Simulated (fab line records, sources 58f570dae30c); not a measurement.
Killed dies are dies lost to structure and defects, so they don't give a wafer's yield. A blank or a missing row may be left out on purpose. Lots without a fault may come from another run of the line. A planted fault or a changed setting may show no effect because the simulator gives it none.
Tool commonality check | flow berkeley_cmos170 | 14 lots, 42 wafers sampled

WHY IT WAS OPENED
At UCB170_NLDD_TW_MEAS_11 the reading NLDD_TW is flagged on 2 of 14 lots. Wafers without a fault read 2198, standard deviation 16.
Rule: a lot is flagged when every wafer of it that has a number lies more than 4 standard deviations from that mean, or none has a number. The other lots count as sound.

lot  | measured     | on            | NLDD_TW, wafer by wafer | flag
L493 | day 6 06:47  | film_metro-01 | 2205 2206 2211          |
L494 | day 6 06:53  | film_metro-01 | 2210 2205 2205          |
L495 | day 6 13:20  | film_metro-04 | 2197 2178 2180          |
L496 | day 6 19:34  | film_metro-03 | 2193 2201 2192          |
L497 | day 7 08:51  | film_metro-01 | 2218 2216 2200          |
L498 | day 7 08:58  | film_metro-01 | 2217 2213 2198          |
L502 | day 8 14:35  | film_metro-01 | 2196 2211 2206          |
L506 | day 9 02:57  | film_metro-03 | 2089 2075 2065          | FLAGGED
L507 | day 9 07:44  | film_metro-03 | 2071 2068 2078          | FLAGGED
L509 | day 9 07:52  | film_metro-01 | 2226 2213 2216          |
L508 | day 9 07:59  | film_metro-03 | 2179 2173 2163          |
L510 | day 9 17:17  | film_metro-04 | 2182 2199 2185          |
L512 | day 10 14:43 | film_metro-01 | 2212 2212 2209          |
L514 | day 10 19:13 | film_metro-04 | 2198 2194 2182          |
The numbers of the flagged lots are 2074 on average: -124 against the usual, or -8 standard deviations.

WHICH TOOL RAN EACH LOT
The record holds 2 process steps before the reading, out of a route of 331 steps. In each cell: the tool, then ch and the chambers that the sampled wafers went through, then the start.
lot  | flag    | UCB170_NLDD_IMPLANT_08          | UCB170_NLDD_STRIP_10
L493 |         | implanter-01 ch 0, day 6 06:20  | plasma_asher-01 ch 0,1, day 6 06:38
L494 |         | implanter-03 ch 0, day 6 06:29  | plasma_asher-04 ch 0,1, day 6 06:45
L495 |         | implanter-01 ch 0, day 6 12:56  | plasma_asher-01 ch 0,1, day 6 13:14
L496 |         | implanter-03 ch 0, day 6 19:10  | plasma_asher-01 ch 0,1, day 6 19:28
L497 |         | implanter-04 ch 0, day 7 08:27  | plasma_asher-01 ch 0,1, day 7 08:45
L498 |         | implanter-01 ch 0, day 7 08:35  | plasma_asher-04 ch 0,1, day 7 08:52
L502 |         | implanter-03 ch 0, day 8 14:12  | plasma_asher-04 ch 0,1, day 8 14:28
L506 | FLAGGED | implanter-03 ch 0, day 9 02:34  | plasma_asher-01 ch 0,1, day 9 02:50
L507 | FLAGGED | implanter-03 ch 0, day 9 07:20  | plasma_asher-04 ch 0,1, day 9 07:38
L509 |         | implanter-01 ch 0, day 9 07:28  | plasma_asher-02 ch 0,1, day 9 07:46
L508 |         | implanter-04 ch 0, day 9 07:35  | plasma_asher-01 ch 0,1, day 9 07:53
L510 |         | implanter-01 ch 0, day 9 16:53  | plasma_asher-01 ch 0,1, day 9 17:11
L512 |         | implanter-04 ch 0, day 10 14:19 | plasma_asher-02 ch 0,1, day 10 14:37
L514 |         | implanter-01 ch 0, day 10 18:46 | plasma_asher-01 ch 0,1, day 10 19:04
What these steps do:
- UCB170_NLDD_IMPLANT_08
- UCB170_NLDD_STRIP_10: strips in O2.
- UCB170_NLDD_TW_MEAS_11

FLAGGED OVER TOTAL, TOOL BY TOOL (the gauges that took the reading come last)
step                   | tool            | lots run | flagged | share of the flagged lots | sound lots run after its first flagged lot
UCB170_NLDD_IMPLANT_08 | implanter-01    | 6        | 0       | none                      | -
UCB170_NLDD_IMPLANT_08 | implanter-03    | 5        | 2       | all                       | 0
UCB170_NLDD_IMPLANT_08 | implanter-04    | 3        | 0       | none                      | -
UCB170_NLDD_STRIP_10   | plasma_asher-01 | 8        | 1       | some                      | 3 (L508,L510,L514)
UCB170_NLDD_STRIP_10   | plasma_asher-02 | 2        | 0       | none                      | -
UCB170_NLDD_STRIP_10   | plasma_asher-04 | 4        | 1       | some                      | 0
UCB170_NLDD_TW_MEAS_11 | film_metro-01   | 7        | 0       | none                      | -
UCB170_NLDD_TW_MEAS_11 | film_metro-03   | 4        | 2       | all                       | 1 (L508)
UCB170_NLDD_TW_MEAS_11 | film_metro-04   | 3        | 0       | none                      | -

WHAT THE TABLE ALLOWS
2 rows of the table ran every flagged lot: implanter-03 at UCB170_NLDD_IMPLANT_08, film_metro-03 at UCB170_NLDD_TW_MEAS_11.
- implanter-03 at UCB170_NLDD_IMPLANT_08: 2 of its 5 lots flagged. Its last sound lot is L502 (day 8 14:12), its first flagged lot L506 (day 9 02:34): a fault that began between those two fits. Its own readings lie more than 4 standard deviations out on every wafer of the flagged lots: dose_ions_cm2, faraday_current_uA.
- film_metro-03 at UCB170_NLDD_TW_MEAS_11: 2 of its 4 lots flagged. Sound lots ran on it after the first flagged one (L508), which a lasting fault on the whole tool wouldn't allow.
One tool is left: implanter-03 at UCB170_NLDD_IMPLANT_08.

WHAT THE SIMULATOR HAD PUT IN
Process parameter drift: implanter-03, from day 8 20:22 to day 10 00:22, at UCB170_NLDD_IMPLANT_08. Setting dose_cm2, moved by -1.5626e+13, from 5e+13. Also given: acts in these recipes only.
Lots struck among those shown: L506, L507. The rule above found the same.
